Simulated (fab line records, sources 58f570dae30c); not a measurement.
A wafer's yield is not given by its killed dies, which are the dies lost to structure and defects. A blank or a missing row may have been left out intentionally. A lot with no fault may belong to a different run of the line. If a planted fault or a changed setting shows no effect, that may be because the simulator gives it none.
Which tool is to blame? || flow berkeley_cmos170 || 14 lots, 42 wafers sampled, at 5 steps of a route of 331

== WHAT THE GAUGES SHOWED, per wafer ==
UCB170_PFIELD_TW_MEAS_09. Usual: PFIELD_TW gives 597 (standard deviation 5.4).
{"lot": "L794", "measured": "day 4 20:29", "on": "film_metro-04", "PFIELD_TW": "592 593 592", "flag": ""}
{"lot": "L795", "measured": "day 4 20:44", "on": "film_metro-04", "PFIELD_TW": "591 592 592", "flag": ""}
{"lot": "L798", "measured": "day 6 00:06", "on": "film_metro-04", "PFIELD_TW": "590 592 591", "flag": ""}
{"lot": "L803", "measured": "day 6 14:59", "on": "film_metro-01", "PFIELD_TW": "564 563 564", "flag": "OFF"}
{"lot": "L804", "measured": "day 7 00:00", "on": "film_metro-01", "PFIELD_TW": "559 562 561", "flag": "OFF"}
{"lot": "L806", "measured": "day 7 06:04", "on": "film_metro-04", "PFIELD_TW": "594 592 594", "flag": ""}
{"lot": "L808", "measured": "day 7 20:01", "on": "film_metro-04", "PFIELD_TW": "597 598 598", "flag": ""}
{"lot": "L807", "measured": "day 7 20:16", "on": "film_metro-01", "PFIELD_TW": "600 602 603", "flag": ""}
{"lot": "L809", "measured": "day 8 04:34", "on": "film_metro-01", "PFIELD_TW": "607 605 608", "flag": ""}
{"lot": "L812", "measured": "day 8 12:13", "on": "film_metro-03", "PFIELD_TW": "603 605 605", "flag": ""}
{"lot": "L813", "measured": "day 9 05:22", "on": "film_metro-04", "PFIELD_TW": "594 595 596", "flag": ""}
{"lot": "L814", "measured": "day 9 05:49", "on": "film_metro-03", "PFIELD_TW": "605 599 603", "flag": ""}
{"lot": "L815", "measured": "day 9 13:42", "on": "film_metro-01", "PFIELD_TW": "603 599 605", "flag": ""}
{"lot": "L817", "measured": "day 9 22:41", "on": "film_metro-04", "PFIELD_TW": "596 593 596", "flag": ""}

UCB170_NVT_OVL_MEAS_06. Usual: NVT_OVL gives 6 nm (standard deviation 5.5).
{"lot": "L794", "measured": "day 6 10:07", "on": "overlay-01", "NVT_OVL (nm)": "12 11 10", "flag": ""}
{"lot": "L795", "measured": "day 6 10:03", "on": "overlay-01", "NVT_OVL (nm)": "4 17 15", "flag": ""}
{"lot": "L798", "measured": "day 7 12:39", "on": "overlay-01", "NVT_OVL (nm)": "15 8 5", "flag": ""}
{"lot": "L803", "measured": "day 8 10:17", "on": "overlay-01", "NVT_OVL (nm)": "-1 3 1", "flag": ""}
{"lot": "L804", "measured": "day 8 15:49", "on": "overlay-01", "NVT_OVL (nm)": "-5 0 -3", "flag": ""}
{"lot": "L806", "measured": "day 8 20:43", "on": "overlay-02", "NVT_OVL (nm)": "5 -6 2", "flag": ""}
{"lot": "L808", "measured": "day 9 09:53", "on": "overlay-01", "NVT_OVL (nm)": "9 8 6", "flag": ""}
{"lot": "L807", "measured": "day 9 09:39", "on": "overlay-01", "NVT_OVL (nm)": "-2 7 10", "flag": ""}
{"lot": "L809", "measured": "day 9 17:43", "on": "overlay-02", "NVT_OVL (nm)": "1 7 6", "flag": ""}
{"lot": "L812", "measured": "day 10 03:05", "on": "overlay-02", "NVT_OVL (nm)": "-4 -2 10", "flag": ""}
{"lot": "L813", "measured": "day 10 18:28", "on": "overlay-01", "NVT_OVL (nm)": "0 3 9", "flag": ""}
{"lot": "L814", "measured": "day 10 18:05", "on": "overlay-02", "NVT_OVL (nm)": "8 7 7", "flag": ""}
{"lot": "L815", "measured": "day 11 06:01", "on": "overlay-02", "NVT_OVL (nm)": "1 6 4", "flag": ""}
{"lot": "L817", "measured": "day 11 13:25", "on": "overlay-02", "NVT_OVL (nm)": "12 12 1", "flag": ""}

UCB170_M2_THK_MEAS_03: measures by xrf. Usual: M2_AL_THK gives 860 nm (standard deviation 13).
{"lot": "L794", "measured": "day 8 11:52", "on": "film_metro-02", "M2_AL_THK (nm)": "848 863 856", "flag": ""}
{"lot": "L795", "measured": "day 8 11:44", "on": "film_metro-04", "M2_AL_THK (nm)": "882 874 880", "flag": ""}
{"lot": "L798", "measured": "day 9 10:14", "on": "film_metro-01", "M2_AL_THK (nm)": "871 884 878", "flag": ""}
{"lot": "L803", "measured": "day 10 09:05", "on": "film_metro-04", "M2_AL_THK (nm)": "858 860 868", "flag": ""}
{"lot": "L804", "measured": "day 10 17:49", "on": "film_metro-01", "M2_AL_THK (nm)": "886 871 882", "flag": ""}
{"lot": "L806", "measured": "day 10 19:57", "on": "film_metro-01", "M2_AL_THK (nm)": "868 867 872", "flag": ""}
{"lot": "L808", "measured": "day 11 11:02", "on": "film_metro-04", "M2_AL_THK (nm)": "882 885 882", "flag": ""}
{"lot": "L807", "measured": "day 11 08:55", "on": "film_metro-02", "M2_AL_THK (nm)": "857 838 854", "flag": ""}
{"lot": "L809", "measured": "day 11 18:29", "on": "film_metro-01", "M2_AL_THK (nm)": "853 849 850", "flag": ""}
{"lot": "L812", "measured": "day 12 06:40", "on": "film_metro-01", "M2_AL_THK (nm)": "863 859 858", "flag": ""}
{"lot": "L813", "measured": "day 12 20:24", "on": "film_metro-01", "M2_AL_THK (nm)": "865 853 869", "flag": ""}
{"lot": "L814", "measured": "day 12 19:29", "on": "film_metro-02", "M2_AL_THK (nm)": "857 854 874", "flag": ""}
{"lot": "L815", "measured": "day 13 04:58", "on": "film_metro-04", "M2_AL_THK (nm)": "865 847 846", "flag": ""}
{"lot": "L817", "measured": "day 13 12:54", "on": "film_metro-04", "M2_AL_THK (nm)": "844 858 844", "flag": ""}

== TOOL THAT RAN EACH LOT (tool first, then ch and the chambers of the sampled wafers, then the start) ==
{"lot": "L794", "UCB170_PFIELD_IMPLANT_07": "implanter-01 ch 0, day 4 20:16", "UCB170_SDANNEAL_RTA_00": "rtp_anneal-01 ch 0, day 7 21:22"}
{"lot": "L795", "UCB170_PFIELD_IMPLANT_07": "implanter-01 ch 0, day 4 20:29", "UCB170_SDANNEAL_RTA_00": "rtp_anneal-01 ch 0, day 7 20:57"}
{"lot": "L798", "UCB170_PFIELD_IMPLANT_07": "implanter-01 ch 0, day 5 23:51", "UCB170_SDANNEAL_RTA_00": "rtp_anneal-01 ch 0, day 8 20:19"}
{"lot": "L803", "UCB170_PFIELD_IMPLANT_07": "implanter-03 ch 0, day 6 14:44", "UCB170_SDANNEAL_RTA_00": "rtp_anneal-01 ch 0, day 9 19:51"}
{"lot": "L804", "UCB170_PFIELD_IMPLANT_07": "implanter-03 ch 0, day 6 23:47", "UCB170_SDANNEAL_RTA_00": "rtp_anneal-01 ch 0, day 10 04:26"}
{"lot": "L806", "UCB170_PFIELD_IMPLANT_07": "implanter-01 ch 0, day 7 05:52", "UCB170_SDANNEAL_RTA_00": "rtp_anneal-01 ch 0, day 10 04:43"}
{"lot": "L808", "UCB170_PFIELD_IMPLANT_07": "implanter-01 ch 0, day 7 19:46", "UCB170_SDANNEAL_RTA_00": "rtp_anneal-01 ch 0, day 10 21:14"}
{"lot": "L807", "UCB170_PFIELD_IMPLANT_07": "implanter-02 ch 0, day 7 20:01", "UCB170_SDANNEAL_RTA_00": "rtp_anneal-01 ch 0, day 10 21:06"}
{"lot": "L809", "UCB170_PFIELD_IMPLANT_07": "implanter-01 ch 0, day 8 04:19", "UCB170_SDANNEAL_RTA_00": "rtp_anneal-01 ch 0, day 11 04:44"}
{"lot": "L812", "UCB170_PFIELD_IMPLANT_07": "implanter-01 ch 0, day 8 11:58", "UCB170_SDANNEAL_RTA_00": "rtp_anneal-01 ch 0, day 11 15:58"}
{"lot": "L813", "UCB170_PFIELD_IMPLANT_07": "implanter-01 ch 0, day 9 05:07", "UCB170_SDANNEAL_RTA_00": "rtp_anneal-01 ch 0, day 12 05:13"}
{"lot": "L814", "UCB170_PFIELD_IMPLANT_07": "implanter-02 ch 0, day 9 05:35", "UCB170_SDANNEAL_RTA_00": "rtp_anneal-02 ch 0, day 12 05:03"}
{"lot": "L815", "UCB170_PFIELD_IMPLANT_07": "implanter-01 ch 0, day 9 13:29", "UCB170_SDANNEAL_RTA_00": "rtp_anneal-01 ch 0, day 12 15:38"}
{"lot": "L817", "UCB170_PFIELD_IMPLANT_07": "implanter-01 ch 0, day 9 22:28", "UCB170_SDANNEAL_RTA_00": "rtp_anneal-01 ch 0, day 13 00:01"}
- UCB170_PFIELD_IMPLANT_07
- UCB170_SDANNEAL_RTA_00: time 10.25 s.

== WHAT THE TOOLS THEMSELVES READ (means of the sampled wafers that have a number; where no wafer has one, the mark that the record gives instead) ==
UCB170_PFIELD_IMPLANT_07. Usual: beam_energy_keV 79.993, standard deviation 0.029; beam_on_s 10.01 s, standard deviation 0.2; faraday_current_uA 63.3, standard deviation 1.3.
{"lot": "L794", "tool": "implanter-01", "beam_energy_keV": 79.989, "beam_on_s (s)": 9.90, "faraday_current_uA": 63.9, "flag": ""}
{"lot": "L795", "tool": "implanter-01", "beam_energy_keV": 79.993, "beam_on_s (s)": 9.99, "faraday_current_uA": 63.5, "flag": ""}
{"lot": "L798", "tool": "implanter-01", "beam_energy_keV": 79.988, "beam_on_s (s)": 10.16, "faraday_current_uA": 62.7, "flag": ""}
{"lot": "L803", "tool": "implanter-03", "beam_energy_keV": 79.938, "beam_on_s (s)": 7.99, "faraday_current_uA": 79.4, "flag": "OFF"}
{"lot": "L804", "tool": "implanter-03", "beam_energy_keV": 79.985, "beam_on_s (s)": 8.03, "faraday_current_uA": 78.9, "flag": "OFF"}
{"lot": "L806", "tool": "implanter-01", "beam_energy_keV": 79.985, "beam_on_s (s)": 10.11, "faraday_current_uA": 62.6, "flag": ""}
{"lot": "L808", "tool": "implanter-01", "beam_energy_keV": 80.002, "beam_on_s (s)": 9.89, "faraday_current_uA": 64.2, "flag": ""}
{"lot": "L807", "tool": "implanter-02", "beam_energy_keV": 80.002, "beam_on_s (s)": 10.05, "faraday_current_uA": 63.2, "flag": ""}
{"lot": "L809", "tool": "implanter-01", "beam_energy_keV": 79.996, "beam_on_s (s)": 10.11, "faraday_current_uA": 62.7, "flag": ""}
{"lot": "L812", "tool": "implanter-01", "beam_energy_keV": 80.026, "beam_on_s (s)": 10.04, "faraday_current_uA": 63.2, "flag": ""}
{"lot": "L813", "tool": "implanter-01", "beam_energy_keV": 80.005, "beam_on_s (s)": 9.97, "faraday_current_uA": 63.6, "flag": ""}
{"lot": "L814", "tool": "implanter-02", "beam_energy_keV": 80.014, "beam_on_s (s)": 9.80, "faraday_current_uA": 64.8, "flag": ""}
{"lot": "L815", "tool": "implanter-01", "beam_energy_keV": 80.003, "beam_on_s (s)": 10.15, "faraday_current_uA": 62.5, "flag": ""}
{"lot": "L817", "tool": "implanter-01", "beam_energy_keV": 80.007, "beam_on_s (s)": 10.17, "faraday_current_uA": 62.5, "flag": ""}

UCB170_SDANNEAL_RTA_00. Usual: chamber_o2_ppm 1.998, standard deviation 0.024; lamp_power_pct 22.3 %, standard deviation 1; wafer_temp_C_max 903.4, standard deviation 0.79.
{"lot": "L794", "tool": "rtp_anneal-01", "chamber_o2_ppm": 1.996, "lamp_power_pct (%)": 22.0, "wafer_temp_C_max": 903.6, "flag": ""}
{"lot": "L795", "tool": "rtp_anneal-01", "chamber_o2_ppm": 2.010, "lamp_power_pct (%)": 22.0, "wafer_temp_C_max": 903.6, "flag": ""}
{"lot": "L798", "tool": "rtp_anneal-01", "chamber_o2_ppm": 1.989, "lamp_power_pct (%)": 22.0, "wafer_temp_C_max": 903.8, "flag": ""}
{"lot": "L803", "tool": "rtp_anneal-01", "chamber_o2_ppm": 1.992, "lamp_power_pct (%)": 22.0, "wafer_temp_C_max": 902.6, "flag": ""}
{"lot": "L804", "tool": "rtp_anneal-01", "chamber_o2_ppm": 1.999, "lamp_power_pct (%)": 22.0, "wafer_temp_C_max": 902.8, "flag": ""}
{"lot": "L806", "tool": "rtp_anneal-01", "chamber_o2_ppm": 2.013, "lamp_power_pct (%)": 22.0, "wafer_temp_C_max": 903.4, "flag": ""}
{"lot": "L808", "tool": "rtp_anneal-01", "chamber_o2_ppm": 2.004, "lamp_power_pct (%)": 22.0, "wafer_temp_C_max": 903.4, "flag": ""}
{"lot": "L807", "tool": "rtp_anneal-01", "chamber_o2_ppm": 1.973, "lamp_power_pct (%)": 22.0, "wafer_temp_C_max": 903.5, "flag": ""}
{"lot": "L809", "tool": "rtp_anneal-01", "chamber_o2_ppm": 2.016, "lamp_power_pct (%)": 22.0, "wafer_temp_C_max": 903.0, "flag": ""}
{"lot": "L812", "tool": "rtp_anneal-01", "chamber_o2_ppm": 1.984, "lamp_power_pct (%)": 22.0, "wafer_temp_C_max": 903.2, "flag": ""}
{"lot": "L813", "tool": "rtp_anneal-01", "chamber_o2_ppm": 1.952, "lamp_power_pct (%)": 22.0, "wafer_temp_C_max": 903.1, "flag": ""}
{"lot": "L814", "tool": "rtp_anneal-02", "chamber_o2_ppm": 2.024, "lamp_power_pct (%)": 25.8, "wafer_temp_C_max": 904.6, "flag": "OFF"}
{"lot": "L815", "tool": "rtp_anneal-01", "chamber_o2_ppm": 2.007, "lamp_power_pct (%)": 22.0, "wafer_temp_C_max": 903.1, "flag": ""}
{"lot": "L817", "tool": "rtp_anneal-01", "chamber_o2_ppm": 1.962, "lamp_power_pct (%)": 22.0, "wafer_temp_C_max": 903.2, "flag": ""}

== THE ANSWER, worked out from the rows above alone ==
Rule: lot off if the mean of its wafers having a number is beyond 3 standard deviations from the usual mean. Also off: a lot with no number at a reading for which 4 or more lots have one. Where the step has rows for the other lots, those lots are counted as sound. After the gauges, taken in route order, come the tools' own readings; for these a lot's mean is taken, as printed above. The first step at which some lot is off is used, and at that step the reading that is off furthest; a lot without a number counts as furthest.
Off: at UCB170_PFIELD_TW_MEAS_09 (PFIELD_TW), L803, L804.
A tool fits if, at a process step before that reading, it ran every lot that is off, and no sound lot after the first of them. Not tried: the gauges at UCB170_PFIELD_TW_MEAS_09; whatever is off there is also off at UCB170_PFIELD_IMPLANT_07, on other tools, and gauge error can't account for it. One candidate fits, namely implanter-03 at UCB170_PFIELD_IMPLANT_07. It ran no sound lot before its first lot that is off in this sample, so the start can't be narrowed down.
The tool's own readings at UCB170_PFIELD_IMPLANT_07 bear it out: on the lots that are off they differ by more than 5 times the standard deviation of the sound lots' means. beam_on_s reads 8.01 s there against 10.03 s on the sound lots; faraday_current_uA reads 79.2 there against 63.3 on the sound lots.

== WHAT HAD BEEN PUT IN BY THE SIMULATOR ==
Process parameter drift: implanter-03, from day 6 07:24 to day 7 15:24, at UCB170_PFIELD_IMPLANT_07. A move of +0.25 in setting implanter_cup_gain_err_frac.
Lots struck among those shown: L803, L804. This agrees with what the rule above found.
